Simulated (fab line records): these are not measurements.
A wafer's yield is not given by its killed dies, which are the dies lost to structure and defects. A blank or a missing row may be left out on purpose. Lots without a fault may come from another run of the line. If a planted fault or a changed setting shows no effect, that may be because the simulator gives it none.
fab line records	flow rit-cmos	part 1 of 2: steps 1 to 42 of 44
record lots=7	wafers=21	last-day=7
route steps=202 shown PRETRO@72 GATE@75 FOX2@80 REOX@98 NLDD@103 SDANNEAL@155 M1@202
lots untouched by any fault: they come from a run of this same line in which no faults occurred
start-h: the number of hours between the record's first day and the start of the first shown wafer of the lot	wait-h: hours from the lot's prior step to this one	" as in the row above	L1.1+2: several wafers, shown together as one row	- either no value or no given start	* or withheld: withheld	< > ~ a bound
route shown NAME@n: names a module that has steps shown in the file, with the first one's number in the route	usual: mean/standard deviation taken from wafers without a fault	same: alike in all rows	chamber/n: place in a boat	sites: readings site by site	_std_site: the values' standard deviation	_edge_site: mean of outer sites minus mean of inner sites	radius-mm: for every site, how far away it sits from the centre of the wafer	mask NAME#n: copy n	behind: the last tool/chamber to shape the wafer	hold: what put the lot on hold/how long, in hours/how the hold closed	device: names the non-switching transistor (n, p or np)	end of line: tests of these same wafers at the route's end	a step without rows: its recipe alone	killed: at the first sort, the dies lost to defects and structure; wafer yield is something else	map: the dies of a wafer, with x for killed, . for not killed, _ for no die there
set.NAME: setting as actually run; set.NAME@STEP: the setting as run at that earlier step	model.NAME: the simulator's own value behind a step, which no gauge read
lots seen at some steps along the route; tables by step, rows by wafer
services: the hour from which a tool's chamber was out of use, counted from the record's first day as start-h (under 0 if before that day), plus the number of hours and why
## steps
# step RIT_PRETRO_IMPLANT_08
# recipe species=B	energy-kev=45	dose-cm2=1.2e+13	tilt-deg=7
# step RIT_PRETRO_STRIP_09
# recipe chemistry=O2	time-s=180	resist=NOVOLAK	platen-temp-c=withheld	power-w=500	pressure-mtorr=4000	o2-flow-sccm=4000
# usual drypump-motor-current-A=5.56/0.28
lot.wafer	tool	chamber	start-h	wait-h	drypump-motor-current-A	rf-hours-counter-h
L557.1	plasma-asher-02	0	62.44	0.1	5.14	26
L557.4	"	1	"	"	5.68	-
L557.5	"	1	"	"	5.67	-
L558.1	plasma-asher-01	1	65.65	0.1	6.03	42
L558.5	"	0	"	"	5.55	-
L558.6	"	1	"	"	6.03	-
L559.1	plasma-asher-02	0	71.33	0.1	5.12	27
L559.4	"	0	"	"	5.11	-
L559.5	"	1	"	"	5.67	-
L562.2	plasma-asher-03	0	87.63	0.1	5.53	44
L562.3	"	1	"	"	5.65	-
L562.5	"	0	"	"	5.55	-
L569.1	plasma-asher-03	1	121.04	0.1	5.65	1
L569.2	"	0	"	"	5.55	1
L569.4	"	1	"	"	5.64	-
L570.1	plasma-asher-02	1	125.61	0.1	5.70	33
L570.2	"	0	"	"	5.12	33
L570.3	"	0	"	"	5.13	-
L571.1	plasma-asher-02	0	127.72	0.1	5.10	33
L571.2	"	1	"	"	5.67	33
L571.5	"	1	"	"	5.71	-
# step RIT_PRETRO_TW_MEAS_10
# usual PRETRO_TW=472/4
lot.wafer	tool	chamber	start-h	wait-h	PRETRO_TW
L557.1	film-metro-03	-	62.61	0.1	472
L557.4	"	-	"	"	476
L557.5	"	-	"	"	476
L558.1	film-metro-01	-	65.83	0.1	467
L558.5	"	-	"	"	466
L558.6	"	-	"	"	467
L559.1	film-metro-01	-	71.51	0.1	466
L559.4	"	-	"	"	466
L559.5	"	-	"	"	470
L562.2	film-metro-01	-	87.81	0.1	467
L562.3	"	-	"	"	466
L562.5	"	-	"	"	470
L569.1	film-metro-03	-	121.22	0.1	474
L569.2	"	-	"	"	475
L569.4	"	-	"	"	474
L570.1	film-metro-01	-	125.78	0.1	469
L570.2	"	-	"	"	464
L570.3	"	-	"	"	469
L571.1	film-metro-02	-	127.89	0.1	474
L571.2	"	-	"	"	477
L571.5	"	-	"	"	474
# step RIT_GATE_WET_ETCH_00
# recipe chemistry=BOE	target=SiO2	target-depth-nm=56	time-s=60	dry=n2-spin	dilution=10:1	temp-c=21.5
# step RIT_GATE_CLEAN_01
# recipe chemistry=SC1	mix=3:3:50	time-s=600	temp-c=75
# step RIT_GATE_CLEAN_02
# recipe chemistry=dHF	dilution=50:1	time-s=30
# step RIT_GATE_CLEAN_03
# recipe chemistry=SC2	mix=3:3:50	time-s=600	temp-c=75	dry=n2-spin
# step RIT_GATE_CLEAN_04
# recipe chemistry=dHF	dilution=50:1	time-s=60	dry=n2-spin
# step RIT_FOX2_THK_MEAS_91
# recipe reads=SiO2_of_FOX2_OXIDATION_00
# usual FIELD_OXIDE_LEFT_2_THK=255/6.5
lot.wafer	tool	chamber	start-h	wait-h	FIELD_OXIDE_LEFT_2_THK[nm]
L557.1	film-metro-03	-	63.11	0.0	259
L557.4	"	-	"	"	251
L557.5	"	-	"	"	254
L558.1	film-metro-03	-	66.32	0.0	256
L558.5	"	-	"	"	259
L558.6	"	-	"	"	253
L559.1	film-metro-03	-	71.99	0.0	256
L559.4	"	-	"	"	253
L559.5	"	-	"	"	254
L562.2	film-metro-03	-	88.29	0.0	252
L562.3	"	-	"	"	253
L562.5	"	-	"	"	249
L569.1	film-metro-03	-	121.70	0.0	261
L569.2	"	-	"	"	259
L569.4	"	-	"	"	261
L570.1	film-metro-03	-	126.29	0.0	259
L570.2	"	-	"	"	261
L570.3	"	-	"	"	260
L571.1	film-metro-01	-	128.40	0.0	248
L571.2	"	-	"	"	240
L571.5	"	-	"	"	262
# step RIT_GATE_OXIDATION_05
# recipe temp-c=900	ambient=O2	target-thk-a=30	ox-time-s=270
# step RIT_GATE_ANNEAL_06
# recipe temp-c=900	time-s=600	ambient=N2O
# step RIT_GATE_THK_MEAS_07
# recipe reads=SiO2_of_GATE_OXIDATION_05
# usual GATE_OXIDE_THK=3.02/0.062
lot.wafer	tool	chamber	start-h	wait-h	GATE_OXIDE_THK[nm]
L558.1	film-metro-01	-	69.43	0.0	3.11
L558.5	"	-	"	"	3.07
L558.6	"	-	"	"	3.04
L557.1	film-metro-04	-	69.46	0.0	3.15
L557.4	"	-	"	"	3.02
L557.5	"	-	"	"	3.02
L559.1	film-metro-04	-	76.25	0.0	2.87
L559.4	"	-	"	"	2.94
L559.5	"	-	"	"	2.96
L562.2	film-metro-04	-	89.70	0.0	2.96
L562.3	"	-	"	"	2.99
L562.5	"	-	"	"	3.03
L569.1	film-metro-04	-	124.53	0.0	3.12
L569.2	"	-	"	"	3.06
L569.4	"	-	"	"	3.09
L570.1	film-metro-01	-	127.68	0.0	2.94
L570.2	"	-	"	"	3.07
L570.3	"	-	"	"	3.08
L571.1	film-metro-03	-	130.69	0.0	3.02
L571.2	"	-	"	"	3.03
L571.5	"	-	"	"	3.02
# step RIT_GATE_CVD_08
# recipe material=poly-Si	target-thk-nm=250	temp-c=610	precursor=SiH4	time-s=2220	pressure-mtorr=300	sih4-flow-sccm=100
# usual sih4-flow-sccm=99.91/0.25	zone-power-source-pct=12.6/1
lot.wafer	tool	chamber	start-h	wait-h	sih4-flow-sccm	zone-power-source-pct	model.poly-Si_of_GATE_CVD_08.thk-nm
L558.1	lpcvd-01	0	69.49	0.1	99.97	10.9	251.1
L558.5	"	0	"	"	100.04	10.9	250.8
L558.6	"	0	"	"	99.95	10.6	250.5
L557.1	lpcvd-02	0	69.52	0.1	100.01	13.4	249.2
L557.4	"	0	"	"	100.36	13.6	247.8
L557.5	"	0	"	"	99.68	13.4	248.2
L559.1	lpcvd-01	1	76.31	0.1	99.68	13.5	254.1
L559.4	"	1	"	"	99.91	13.1	253.9
L559.5	"	1	"	"	99.64	13.4	254.8
L562.2	lpcvd-02	1	89.79	0.1	100.01	13.3	250.6
L562.3	"	1	"	"	99.83	13.0	251.9
L562.5	"	1	"	"	100.20	13.0	249.7
L569.1	lpcvd-02	1	124.59	0.1	80.34	12.8	196.8
L569.2	"	1	"	"	80.64	12.7	197.3
L569.4	"	1	"	"	80.55	12.9	196.7
L570.1	lpcvd-02	0	127.74	0.1	80.15	13.6	201.1
L570.2	"	0	"	"	80.18	13.6	203.4
L570.3	"	0	"	"	80.06	13.6	200.7
L571.1	lpcvd-02	1	130.75	0.1	80.18	12.8	199.8
L571.2	"	1	"	"	80.28	13.1	197.1
L571.5	"	1	"	"	79.95	13.1	198.2
# step RIT_GATE_THK_MEAS_09
# recipe reads=poly-Si_of_GATE_CVD_08
# usual GATE_POLY_THK=249.4/2.3
lot.wafer	tool	chamber	start-h	wait-h	GATE_POLY_THK[nm]
L558.1	film-metro-04	-	71.10	0.0	251.1
L558.5	"	-	"	"	251.0
L558.6	"	-	"	"	250.4
L557.1	film-metro-03	-	71.14	0.0	249.2
L557.4	"	-	"	"	247.7
L557.5	"	-	"	"	248.3
L559.1	film-metro-01	-	77.92	0.0	254.1
L559.4	"	-	"	"	253.8
L559.5	"	-	"	"	254.7
L562.2	film-metro-04	-	91.42	0.0	250.7
L562.3	"	-	"	"	251.8
L562.5	"	-	"	"	249.6
L569.1	film-metro-04	-	126.20	0.0	196.8
L569.2	"	-	"	"	197.3
L569.4	"	-	"	"	196.6
L570.1	film-metro-04	-	130.16	0.0	200.9
L570.2	"	-	"	"	203.2
L570.3	"	-	"	"	200.7
L571.1	film-metro-01	-	133.18	0.0	199.8
L571.2	"	-	"	"	197.2
L571.5	"	-	"	"	198.1
# step RIT_GATE_HMDS_10
# recipe prime-time-s=60	prime-temp-c=140
# step RIT_GATE_COAT_11
# recipe resist=NOVOLAK	spin-rpm=4250	resist-thk-nm=833.8
# step RIT_GATE_SOFTBAKE_12
# recipe resist=NOVOLAK	temp-c=90	time-s=60
# step RIT_GATE_EXPOSE_13
# recipe mask-id=M6	na=0.6	source-shape=conventional	sigma-outer=0.6	target-cd-nm=150	dose-mj=380
# step RIT_GATE_PEB_14
# recipe resist=NOVOLAK	temp-c=withheld	time-s=withheld
# step RIT_GATE_DEVELOP_15
# recipe resist=NOVOLAK	develop-time-s=50	dev-temp-c=23
# step RIT_GATE_CD_MEAS_16
# recipe target-cd-nm=150
# usual cd-nm=149.8/2.1
lot.wafer	tool	chamber	start-h	wait-h	cd-nm
L558.1	cd-sem-02	-	72.23	-	150.0
L558.5	"	-	"	"	146.4
L558.6	"	-	"	"	148.8
L557.1	cd-sem-01	-	72.47	-	150.3
L557.4	"	-	"	"	150.2
L557.5	"	-	"	"	150.7
L559.1	cd-sem-02	-	79.08	-	146.6
L559.4	"	-	"	"	147.1
L559.5	"	-	"	"	148.5
L562.2	cd-sem-01	-	92.81	-	149.3
L562.3	"	-	"	"	147.1
L562.5	"	-	"	"	149.2
L569.1	cd-sem-02	-	127.37	-	147.5
L569.2	"	-	"	"	147.0
L569.4	"	-	"	"	149.2
L570.1	cd-sem-01	-	131.20	-	152.5
L570.2	"	-	"	"	150.4
L570.3	"	-	"	"	151.0
L571.1	cd-sem-01	-	134.21	-	150.4
L571.2	"	-	"	"	148.6
L571.5	"	-	"	"	147.7
# step RIT_GATE_OVL_MEAS_17
# usual GATE_OVL=0.0/1.6
lot.wafer	tool	chamber	start-h	wait-h	GATE_OVL[nm]
L558.1	overlay-02	-	72.35	0.1	1.0
L558.5	"	-	"	"	0.8
L558.6	"	-	"	"	-0.6
L557.1	overlay-02	-	72.59	0.1	-0.5
L557.4	"	-	"	"	-0.9
L557.5	"	-	"	"	-0.4
L559.1	overlay-01	-	79.20	0.1	1.6
L559.4	"	-	"	"	0.1
L559.5	"	-	"	"	1.1
L562.2	overlay-02	-	92.92	0.1	-0.6
L562.3	"	-	"	"	-1.7
L562.5	"	-	"	"	1.5
L569.1	overlay-02	-	127.49	0.1	1.1
L569.2	"	-	"	"	-0.4
L569.4	"	-	"	"	1.2
L570.1	overlay-02	-	131.32	0.1	-1.3
L570.2	"	-	"	"	-2.0
L570.3	"	-	"	"	-3.7
L571.1	overlay-02	-	134.33	0.1	-2.3
L571.2	"	-	"	"	-2.8
L571.5	"	-	"	"	-2.8
# step RIT_GATE_HARDBAKE_18
# recipe resist=NOVOLAK	temp-c=140	time-s=60
# step RIT_GATE_ETCH_19
# recipe chemistry=SF6/CHF3/O2	time-s=165	SF6_flow_sccm=30	CHF3_flow_sccm=30	O2_flow_sccm=5	target=poly-Si	pressure-mtorr=40	rf-w=160	target-depth-a=3125	over-etch-frac=0.2744	stop-on=SiO2
# usual O2_flow_sccm=5.002/0.016	drypump-motor-current-A=5.9/0.42	oes-product-au=0.840/0.011	throttle-valve-pct=10.28/0.14
lot.wafer	tool	chamber	start-h	wait-h	O2_flow_sccm	drypump-motor-current-A	oes-product-au	rf-hours-counter-h	throttle-valve-pct	model.GATE.feature-depth-nm	model.etch.depth-nm
L558.1	rie-si-02	0	72.53	0.1	5.004	5.9	0.860	58	10.17	251.1	251.1
L558.5	"	1	"	"	5.011	5.8	0.835	-	10.39	250.8	250.8
L558.6	"	2	"	"	4.983	6.4	0.831	-	10.23	250.5	250.5
L557.1	rie-si-01	0	72.77	0.1	5.015	5.6	0.825	1	10.55	249.2	249.2
L557.4	"	1	"	"	4.988	5.6	0.850	67	10.13	247.8	247.8
L557.5	"	3	"	"	5.020	5.1	0.844	-	10.45	248.2	248.2
L559.1	rie-si-02	1	79.39	0.1	4.975	5.8	0.845	146	10.40	254.1	254.1
L559.4	"	1	"	"	4.979	5.8	0.840	-	10.37	253.9	253.9
L559.5	"	2	"	"	5.004	6.4	0.848	-	10.22	254.8	254.8
L562.2	rie-si-01	2	93.14	0.1	4.963	6.5	0.837	3	10.16	250.5	250.6
L562.3	"	3	"	"	4.984	5.1	0.851	150	10.44	251.9	251.9
L562.5	"	1	"	"	5.023	5.6	0.855	-	10.12	249.7	249.7
L569.1	rie-si-02	0	127.68	0.1	5.025	5.9	0.738	59	10.21	196.8	196.8
L569.2	"	3	"	"	5.006	5.9	0.732	0	10.24	197.3	197.3
L569.4	"	2	"	"	5.026	6.4	0.706	-	10.23	196.7	196.7
L570.1	rie-si-01	1	131.50	0.1	5.017	5.6	0.744	68	10.13	201.1	201.1
L570.2	"	0	"	"	4.998	5.6	0.727	1	10.57	203.4	203.4
L570.3	"	2	"	"	4.998	6.5	0.724	4	10.17	200.7	200.7
L571.1	rie-si-02	2	134.52	0.1	4.990	6.4	0.718	3	10.22	199.8	199.8
L571.2	"	3	"	"	4.980	5.9	0.719	0	10.24	197.1	197.1
L571.5	"	3	"	"	4.991	5.9	0.725	-	10.24	198.2	198.2
# step RIT_GATE_STRIP_20
# recipe chemistry=O2	time-s=180	resist=NOVOLAK	platen-temp-c=withheld	power-w=500	pressure-mtorr=4000	o2-flow-sccm=4000
# usual drypump-motor-current-A=5.62/0.24
lot.wafer	tool	chamber	start-h	wait-h	drypump-motor-current-A	rf-hours-counter-h
L558.1	plasma-asher-04	1	72.64	0.1	5.69	44
L558.5	"	1	"	"	5.68	-
L558.6	"	0	"	"	5.93	-
L557.1	plasma-asher-03	1	72.88	0.1	5.64	42
L557.4	"	0	"	"	5.56	-
L557.5	"	0	"	"	5.55	-
L559.1	plasma-asher-04	0	79.50	0.1	5.94	44
L559.4	"	1	"	"	5.69	-
L559.5	"	1	"	"	5.67	-
L562.2	plasma-asher-03	0	93.25	0.1	5.54	44
L562.3	"	0	"	"	5.55	-
L562.5	"	1	"	"	5.67	-
L569.1	plasma-asher-04	0	127.79	0.1	5.92	50
L569.2	"	1	"	"	5.66	50
L569.4	"	0	"	"	5.91	-
L570.1	plasma-asher-04	0	131.61	0.1	5.94	50
L570.2	"	1	"	"	5.69	50
L570.3	"	0	"	"	5.93	-
L571.1	plasma-asher-02	1	134.63	0.1	5.66	34
L571.2	"	0	"	"	5.13	34
L571.5	"	1	"	"	5.66	-
# step RIT_GATE_CD_MEAS_90
# recipe target-cd-nm=150
# usual cd-nm=149.7/2.2
lot.wafer	tool	chamber	start-h	wait-h	cd-nm
L558.1	cd-sem-02	-	72.82	0.1	149.6
L558.5	"	-	"	"	146.4
L558.6	"	-	"	"	148.4
L557.1	cd-sem-01	-	73.06	0.1	150.5
L557.4	"	-	"	"	149.9
L557.5	"	-	"	"	150.9
L559.1	cd-sem-01	-	79.67	0.1	146.7
L559.4	"	-	"	"	146.9
L559.5	"	-	"	"	147.7
L562.2	cd-sem-02	-	93.45	0.1	149.1
L562.3	"	-	"	"	146.9
L562.5	"	-	"	"	148.8
L569.1	cd-sem-02	-	127.96	0.1	147.0
L569.2	"	-	"	"	147.3
L569.4	"	-	"	"	149.0
L570.1	cd-sem-02	-	131.79	0.1	152.5
L570.2	"	-	"	"	150.4
L570.3	"	-	"	"	150.6
L571.1	cd-sem-02	-	134.80	0.1	150.4
L571.2	"	-	"	"	148.4
L571.5	"	-	"	"	147.8
# step RIT_REOX_CLEAN_00
# recipe chemistry=SC1	mix=3:3:50	time-s=600	temp-c=75
# step RIT_REOX_CLEAN_01
# recipe chemistry=dHF	dilution=50:1	time-s=30
# step RIT_REOX_CLEAN_02
# recipe chemistry=SC2	mix=3:3:50	time-s=600	temp-c=75	dry=n2-spin
# step RIT_REOX_OXIDATION_03
# recipe temp-c=900	ambient=O2	target-thk-a=252	ox-time-s=5580
# step RIT_REOX_THK_MEAS_04
# recipe reads=SiO2_of_REOX_OXIDATION_03
# usual REOX_OXIDE_THK=25.3/0.43
lot.wafer	tool	chamber	start-h	wait-h	REOX_OXIDE_THK[nm]
L557.1	film-metro-04	-	76.63	0.0	25.2
L557.4	"	-	"	"	24.8
L557.5	"	-	"	"	25.0
L558.1	film-metro-01	-	76.63	0.0	24.8
L558.5	"	-	"	"	25.1
L558.6	"	-	"	"	25.2
L559.1	film-metro-01	-	84.60	0.0	25.6
L559.4	"	-	"	"	25.3
L559.5	"	-	"	"	25.5
L562.2	film-metro-01	-	98.27	0.0	24.8
L562.3	"	-	"	"	24.3
L562.5	"	-	"	"	24.0
L569.1	film-metro-02	-	131.00	0.0	25.1
L569.2	"	-	"	"	25.2
L569.4	"	-	"	"	25.4
L570.1	film-metro-01	-	134.86	0.0	25.4
L570.2	"	-	"	"	25.3
L570.3	"	-	"	"	25.4
L571.1	film-metro-01	-	141.97	0.0	25.7
L571.2	"	-	"	"	25.6
L571.5	"	-	"	"	26.0
# step RIT_NLDD_HMDS_00
# recipe prime-time-s=60	prime-temp-c=140
# step RIT_NLDD_COAT_01
# recipe resist=NOVOLAK	spin-rpm=3250	resist-thk-nm=1000
# step RIT_NLDD_SOFTBAKE_02
# recipe resist=NOVOLAK	temp-c=90	time-s=60
# step RIT_NLDD_EXPOSE_03
# recipe mask-id=M7	na=0.57	target-cd-nm=40700	dose-mj=250
# step RIT_NLDD_PEB_04
# recipe resist=NOVOLAK	temp-c=withheld	time-s=withheld
# step RIT_NLDD_DEVELOP_05
# recipe resist=NOVOLAK	develop-time-s=50	dev-temp-c=23
# step RIT_NLDD_OVL_MEAS_06
# usual NLDD_OVL=0.0/1.5
lot.wafer	tool	chamber	start-h	wait-h	NLDD_OVL[nm]
L558.1	overlay-02	-	77.70	-	0.5
L558.5	"	-	"	"	0.6
L558.6	"	-	"	"	-1.0
L557.1	overlay-01	-	77.93	-	-1.2
L557.4	"	-	"	"	2.4
L557.5	"	-	"	"	0.1
L559.1	overlay-02	-	85.51	-	0.5
L559.4	"	-	"	"	2.2
L559.5	"	-	"	"	0.3
L562.2	overlay-02	-	99.30	-	-0.2
L562.3	"	-	"	"	3.5
L562.5	"	-	"	"	2.8
L569.1	overlay-02	-	131.91	-	-3.0
L569.2	"	-	"	"	-2.3
L569.4	"	-	"	"	-1.5
L570.1	overlay-01	-	135.77	-	-2.3
L570.2	"	-	"	"	-3.2
L570.3	"	-	"	"	-2.6
L571.1	overlay-02	-	142.88	-	1.9
L571.2	"	-	"	"	2.4
L571.5	"	-	"	"	0.7
# step RIT_NLDD_HARDBAKE_07
# recipe resist=NOVOLAK	temp-c=140	time-s=60
# step RIT_NLDD_IMPLANT_08
# recipe species=P	energy-kev=20	dose-cm2=5e+14	tilt-deg=7
# step RIT_NLDD_STRIP_09
# recipe chemistry=O2	time-s=180	resist=NOVOLAK	platen-temp-c=withheld	power-w=500	pressure-mtorr=4000	o2-flow-sccm=4000
# usual drypump-motor-current-A=5.76/0.2
lot.wafer	tool	chamber	start-h	wait-h	drypump-motor-current-A	rf-hours-counter-h
L558.1	plasma-asher-01	0	78.23	0.1	5.55	43
L558.5	"	1	"	"	6.03	-
L558.6	"	0	"	"	5.55	-
L557.1	plasma-asher-03	0	78.38	0.1	5.54	43
L557.4	"	0	"	"	5.54	-
L557.5	"	1	"	"	5.66	-
L559.1	plasma-asher-01	0	85.85	0.1	5.54	44
L559.4	"	1	"	"	6.05	-
L559.5	"	0	"	"	5.56	-
L562.2	plasma-asher-03	1	99.63	0.1	5.63	45
L562.3	"	0	"	"	5.54	-
L562.5	"	1	"	"	5.60	-
L569.1	plasma-asher-01	1	132.27	0.1	6.10	50
L569.2	"	0	"	"	5.55	50
L569.4	"	1	"	"	6.05	-
L570.1	plasma-asher-04	0	136.11	0.1	5.93	51
L570.2	"	1	"	"	5.68	51
L570.3	"	0	"	"	5.92	-
L571.1	plasma-asher-04	1	143.21	0.1	5.66	51
L571.2	"	0	"	"	5.93	51
L571.5	"	0	"	"	5.94	-
# step RIT_NLDD_TW_MEAS_10
# usual NLDD_TW=2486/9.9
lot.wafer	tool	chamber	start-h	wait-h	NLDD_TW
L558.1	film-metro-04	-	78.40	0.1	2500
L558.5	"	-	"	"	2516
L558.6	"	-	"	"	2500
L557.1	film-metro-02	-	78.55	0.1	2488
L557.4	"	-	"	"	2488
L557.5	"	-	"	"	2498
L559.1	film-metro-03	-	86.02	0.1	2487
L559.4	"	-	"	"	2498
L559.5	"	-	"	"	2501
L562.2	film-metro-04	-	99.81	0.1	2481
L562.3	"	-	"	"	2477
L562.5	"	-	"	"	2485
L569.1	film-metro-04	-	132.45	0.1	2483
L569.2	"	-	"	"	2483
L569.4	"	-	"	"	2479
L570.1	film-metro-03	-	136.28	0.1	2494
L570.2	"	-	"	"	2489
L570.3	"	-	"	"	2483
L571.1	film-metro-03	-	143.39	0.1	2481
L571.2	"	-	"	"	2485
L571.5	"	-	"	"	2491
## key
first-sign step=RIT_GATE_CVD_08	reading=sih4-flow-sccm	direction=down	sigmas=78	usual=99.91	struck=80.26
effect step=RIT_GATE_THK_MEAS_09	reading=GATE_POLY_THK	direction=down	sigmas=22	usual=249.4	struck=199.0
effect step=RIT_GATE_ETCH_19	reading=oes-product-au	direction=down	sigmas=10	usual=0.840	struck=0.726
model-effect step=RIT_GATE_CVD_08	value=poly-Si_of_GATE_CVD_08.thk-nm	without=249	struck=199
model-effect step=RIT_GATE_ETCH_19	value=GATE.feature-depth-nm	without=249	struck=199
model-effect step=RIT_SDANNEAL_CLEAN_02	value=poly-Si_of_GATE_CVD_08.thk-nm	without=161.7	struck=111.7
model-effect step=RIT_M1_PROBE_99	value=etest.pmos-turned.r-on-ohm-um	without=3547	struck=3160
met-at RIT_GATE_CVD_08
struck-wafers L569.1,L569.2,L569.4,L570.1,L570.2,L570.3,L571.1,L571.2,L571.5
tester-left-out L569,L570,L571
onset-between 89.79 124.59
fault kind=process-parameter-drift	tool=lpcvd-02	chamber=-	onset-h=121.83	steps=RIT_GATE_CVD_08	channel=sih4-flow-sccm	offset=-20	shape=step	end-h=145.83	stated=100
# tester-left-out: of these lots the tester's yield and bins aren't shown, on N5 and GAA mostly nor the transistor test; their killed dies are dies lost to structure and defects alone, not to doping, threshold or leakage, so they don't give the yield
